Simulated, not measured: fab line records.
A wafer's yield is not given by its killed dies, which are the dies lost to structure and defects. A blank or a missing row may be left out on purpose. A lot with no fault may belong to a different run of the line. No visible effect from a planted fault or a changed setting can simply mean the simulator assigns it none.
Split-lot experiment -- flow berkeleyCmos170 -- 23 wafers read from 5 lots, route of 331 steps

THE SPLIT
At UCB170_ACTIVE_OXIDATION_02 (target thk 26.4 nm, ox time 1260 s), the setting oxTimeS was moved away from the recipe's 1260 s on 15 of the 23 wafers read, by -8.0% to +12.3%. This setting was run at the recipe's value on the other wafers.

Reading taken at the split's own step.

THE READING
SiO2_of_ACTIVE_OXIDATION_02.thkNm (the simulator's own value, which no gauge read), in nm, at UCB170_ACTIVE_OXIDATION_02 (target thk 26.4 nm, ox time 1260 s). The file does not state a usual value for it. The 8 wafers here that ran the recipe average 26.62 nm, standard deviation 0.27 nm.

wafer,"tool, chamber at the split","oxTimeS as run, s",against the recipe,"SiO2_of_ACTIVE_OXIDATION_02.thkNm, nm",against lot-mates on the recipe
L076.1,"-, -",1260,recipe,26.44,-
L076.2,"-, -",1260,recipe,26.56,-
L076.3,"-, -",1260,recipe,26.73,-
L076.4,"-, -",1260,recipe,26.96,-
L076.6,"-, -",1260,recipe,27.07,-
L078.1,"-, -",1403,+11.3%,27.15,no lot-mate on the recipe
L078.2,"-, -",1403,+11.3%,27.8,no lot-mate on the recipe
L078.3,"-, -",1403,+11.3%,27.53,no lot-mate on the recipe
L078.4,"-, -",1403,+11.3%,27.75,no lot-mate on the recipe
L078.6,"-, -",1403,+11.3%,27.72,no lot-mate on the recipe
L081.1,"-, -",1415,+12.3%,28.39,no lot-mate on the recipe
L081.2,"-, -",1415,+12.3%,27.98,no lot-mate on the recipe
L081.4,"-, -",1415,+12.3%,28.43,no lot-mate on the recipe
L081.5,"-, -",1415,+12.3%,28.27,no lot-mate on the recipe
L081.6,"-, -",1415,+12.3%,28.31,no lot-mate on the recipe
L082.1,"-, -",1159,-8.0%,24.35,no lot-mate on the recipe
L082.2,"-, -",1159,-8.0%,24.71,no lot-mate on the recipe
L082.3,"-, -",1159,-8.0%,24.33,no lot-mate on the recipe
L082.4,"-, -",1159,-8.0%,24.57,no lot-mate on the recipe
L082.6,"-, -",1159,-8.0%,24.44,no lot-mate on the recipe
L083.3,"furnace-02, 0",1260,recipe,26.54,-
L083.5,"furnace-02, 0",1260,recipe,26.51,-
L083.6,"furnace-02, 0",1260,recipe,26.19,-

FIT RESULTS
A straight line over all 23 wafers: SiO2_of_ACTIVE_OXIDATION_02.thkNm changes by +0.161 nm for each +1% of oxTimeS; r = +0.95; the points scatter about the line by 0.46 nm.
Too few moved wafers with a lot-mate on the recipe to fit a line net of each lot's own level.

FILE'S OWN FIT
SiO2_of_ACTIVE_OXIDATION_02.thkNm changes by +0.161 nm for each +1% of oxTimeS, r = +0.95.
